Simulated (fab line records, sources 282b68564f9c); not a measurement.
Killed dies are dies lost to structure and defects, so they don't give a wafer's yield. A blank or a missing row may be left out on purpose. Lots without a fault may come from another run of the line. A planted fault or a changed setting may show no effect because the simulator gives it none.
A struck lot beside a sound one | flow rit_cmos | 20 steps out of a route of 202
Sound: wafers L396.4, L396.5, L396.6. Struck: wafers L401.2, L401.4, L401.5. The cause comes at the end.
At each step with rows: each side's tool, then ch and its chambers, then its first start. Under that, the readings that differ: sound wafers | struck wafers | difference of the means | sigmas: that difference in standard deviations of wafers without a fault.
alike: readings whose means differ by less than 2 such deviations, and words and numbers that are the same on both sides. not compared: withheld readings, readings that some wafer has no value for, bounds like >300 that may hide the same value, and numbers for which the record gives no deviation and whose values overlap.
The two part at a step that has a row with sigmas, a row that says differs or no value, or rows on one side only. Numbers that don't overlap but have no deviation are shown without sigmas and don't part them. A reading that every wafer of one side lacks parts them only if that side has two wafers or more.

first, 2 steps without rows for these wafers: RIT_NWELL_HARDBAKE_07 (time 120 s); RIT_NWELL_IMPLANT_08.
RIT_NWELL_STRIP_09: strips in O2, time 180 s.
  sound on plasma_asher-04 ch 0,1, day 2 15:29; struck on plasma_asher-01 ch 0,1, day 3 20:37
  alike: drypump_motor_current_A
  not compared: rf_hours_counter_h
RIT_NWELL_TW_MEAS_10:
  sound on film_metro-02, day 2 15:38; struck on film_metro-02, day 3 20:48
  alike: NWELL_TW
then, 6 steps without rows for these wafers: RIT_PWELL_HMDS_00 (prime time 60 s); RIT_PWELL_COAT_01 (resist thk 1300 nm); RIT_PWELL_SOFTBAKE_02 (time 58.85 s); RIT_PWELL_EXPOSE_03 (exposes mask M3, target cd 43700 nm); RIT_PWELL_PEB_04; RIT_PWELL_DEVELOP_05 (develop time 68 s).
RIT_PWELL_OVL_MEAS_06:
  sound on overlay-02, day 2 16:50; struck on overlay-02, day 3 22:00
  alike: PWELL_OVL
then, 1 step without rows for these wafers: RIT_PWELL_HARDBAKE_07 (time 120 s).
RIT_PWELL_IMPLANT_08:
  sound on implanter-02 ch 0, day 2 17:21; struck on implanter-02 ch 0, day 3 22:18
  reading                   | sound                | struck               | difference | sigmas
  beam_energy_keV           | 169.94 169.92 170.00 | 220.99 220.90 221.05 | +51.03     | +99 or more
  model.implant.rp_nm (nm)  | 471.8 471.8 471.8    | 593.6 593.6 593.6    | +121.8     |
  model.implant.drp_nm (nm) | 102.9 102.9 102.9    | 111.6 111.6 111.6    | +8.7       |
  alike: tilt_deg
RIT_PWELL_STRIP_09: strips in O2, time 180 s.
  sound on plasma_asher-04 ch 0,1, day 2 17:29; struck on plasma_asher-04 ch 0,1, day 3 22:26
  alike: drypump_motor_current_A
  not compared: rf_hours_counter_h
RIT_PWELL_TW_MEAS_10:
  sound on film_metro-04, day 2 17:38; struck on film_metro-02, day 3 22:37
  reading  | sound       | struck      | difference | sigmas
  PWELL_TW | 948 946 948 | 960 972 973 | +21        | +3
then, 1 step without rows for these wafers: RIT_WELLDRIVE_ANNEAL_00 (time 14700 s).
RIT_WELLDRIVE_RS_MEAS_01: measures by four-point-probe.
  sound on film_metro-04, day 3 00:00; struck on film_metro-01, day 4 05:10
  alike: NWELL_RS
RIT_WELLDRIVE_RS_MEAS_02: measures by four-point-probe.
  sound on film_metro-04, day 3 00:07; struck on film_metro-01, day 4 05:17
  reading           | sound             | struck            | difference | sigmas
  PWELL_RS (ohm/sq) | 428.8 428.3 427.9 | 418.2 416.9 417.6 | -10.8      | -9
then, 1 step without rows for these wafers: RIT_NRETRO_HMDS_00 (prime time 60 s).
RIT_M1_PROBE_99:
  sound on prober-01, day 4 07:50; struck on prober-01, day 5 13:14
  reading                             | sound             | struck            | difference | sigmas
  model.etest.nmos_0p3.r_on_ohm_um    | 2119 2165 2178    | 1994 2027 2021    | -140       |
  model.etest.nmos_turned.drive_ua_um | 346.3 336.9 337.7 | 361.1 363.9 377.9 | +27.3      |
  model.etest.nmos_0p15.drive_ua_um   | 480.8 458.5 463.1 | 490.6 496.3 498.5 | +27.7      |
  model.etest.pwell_pinched.rs_ohm_sq | 460.9 451 467.8   | 425.9 431.2 432.9 | -29.9      |
  model.etest.nmos_0p3.drive_ua_um    | 236.7 225.3 230.3 | 252.7 254.9 251.6 | +22.3      |
  model.etest.nmos_narrow.drive_ua_um | 238.2 227.9 232.1 | 260.7 261.1 258.7 | +27.4      |
  model.etest.pwell.rs_ohm_sq         | 420.8 415.3 416.6 | 393.5 393.7 395.7 | -23.3      |
  model.etest.field_n.vt_v (V)        | 36.19 35.05 35.88 | 32.54 32.96 33    | -2.87      |
  alike: killed_at_contacts, killed_at_front_end, killed_dies, killed_open, killed_short

WHERE THEY PART
First at RIT_PWELL_IMPLANT_08; last, within this record, at RIT_WELLDRIVE_RS_MEAS_02. Later steps at which nothing parts them and some readings are alike: RIT_M1_PROBE_99.

WHY: what the simulator had put in
Process parameter drift: implanter-02, from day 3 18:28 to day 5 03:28, at RIT_PWELL_IMPLANT_08. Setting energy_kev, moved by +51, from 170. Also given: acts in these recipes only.
